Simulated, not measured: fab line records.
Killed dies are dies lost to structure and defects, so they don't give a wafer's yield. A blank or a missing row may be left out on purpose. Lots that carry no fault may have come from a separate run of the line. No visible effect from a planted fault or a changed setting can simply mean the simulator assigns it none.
A lot that was struck, set against a sound lot ; flow rit_cmos ; 15 steps out of a route of 202
Sound: the wafers L626.1, L626.3, L626.4. Struck: wafers L631.2, L631.3, L631.5. Last of all comes the cause.
For every step that has rows: the tool of each side, followed by ch and its chambers, followed by its first start. Under that, the readings that differ: sound wafers ; struck wafers ; difference of the means ; sigmas: that difference in standard deviations of wafers without a fault.
alike: words and numbers the same on both sides, and readings whose means are apart by under 2 such deviations; not compared: readings that were withheld, readings missing a value for some wafer, numbers with overlapping values and no deviation given by the record, and bounds like >300 which may hide the same value.
A row with sigmas, a row that says differs or no value, or rows on one side alone: a step with any of these is where the two part. Non-overlapping numbers with no deviation appear without sigmas and do not part them. A reading missing from all wafers of one side parts the sides only when that side holds two or more wafers.

RIT_NSD_TW_MEAS_10:
  sound on film_metro-02, day 4 14:02; struck on film_metro-04, day 5 11:44
  alike: NSD_TW
then, 6 steps without rows for these wafers: RIT_PSD_HMDS_00 (prime time 60 s); RIT_PSD_COAT_01 (resist thk 1000 nm); RIT_PSD_SOFTBAKE_02 (time 60 s); RIT_PSD_EXPOSE_03 (exposes mask M10, target cd 40900 nm); RIT_PSD_PEB_04; RIT_PSD_DEVELOP_05 (develop time 50 s).
RIT_PSD_OVL_MEAS_06:
  sound on overlay-02, day 4 15:04; struck on overlay-02, day 5 12:39
  alike: PSD_OVL
then, 2 steps without rows for these wafers: RIT_PSD_HARDBAKE_07 (time 60 s); RIT_PSD_IMPLANT_08.
RIT_PSD_STRIP_09: strips in O2, time 180 s.
  sound on plasma_asher-03 ch 0,1, day 4 15:24; struck on plasma_asher-02 ch 1, day 5 13:00
  alike: chamber_pressure_mTorr, drypump_motor_current_A
  not compared: rf_hours_counter_h
RIT_PSD_TW_MEAS_10:
  sound on film_metro-02, day 4 15:34; struck on film_metro-01, day 5 13:11
  alike: PSD_TW
RIT_SDANNEAL_CLEAN_00: cleans in SC1, time 600 s.
  sound on wet_bench-02 ch 2, day 4 15:38; struck on wet_bench-02 ch 3, day 5 13:14
reading;sound;struck;difference;sigmas
temp_c (C);75.02 75.13 75.13;73.93 74.17 74.19;-1.00;-8
  alike: bath_heat_duty_pct
then, 1 step without rows for these wafers: RIT_SDANNEAL_CLEAN_01 (cleans in dHF, time 30 s).
RIT_M1_PROBE_99:
  sound on prober-02, day 4 23:32; struck on prober-01, day 5 21:11
  alike: killed_at_contacts, killed_at_front_end, killed_dies, killed_open, killed_short

## WHERE THEY PART
Only at RIT_SDANNEAL_CLEAN_00, as far as this record shows. Later steps at which nothing parts them and some readings are alike: RIT_M1_PROBE_99.

WHY: what had been put in by the simulator
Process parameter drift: wet_bench-02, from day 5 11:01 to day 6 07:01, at RIT_SDANNEAL_CLEAN_00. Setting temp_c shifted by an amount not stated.
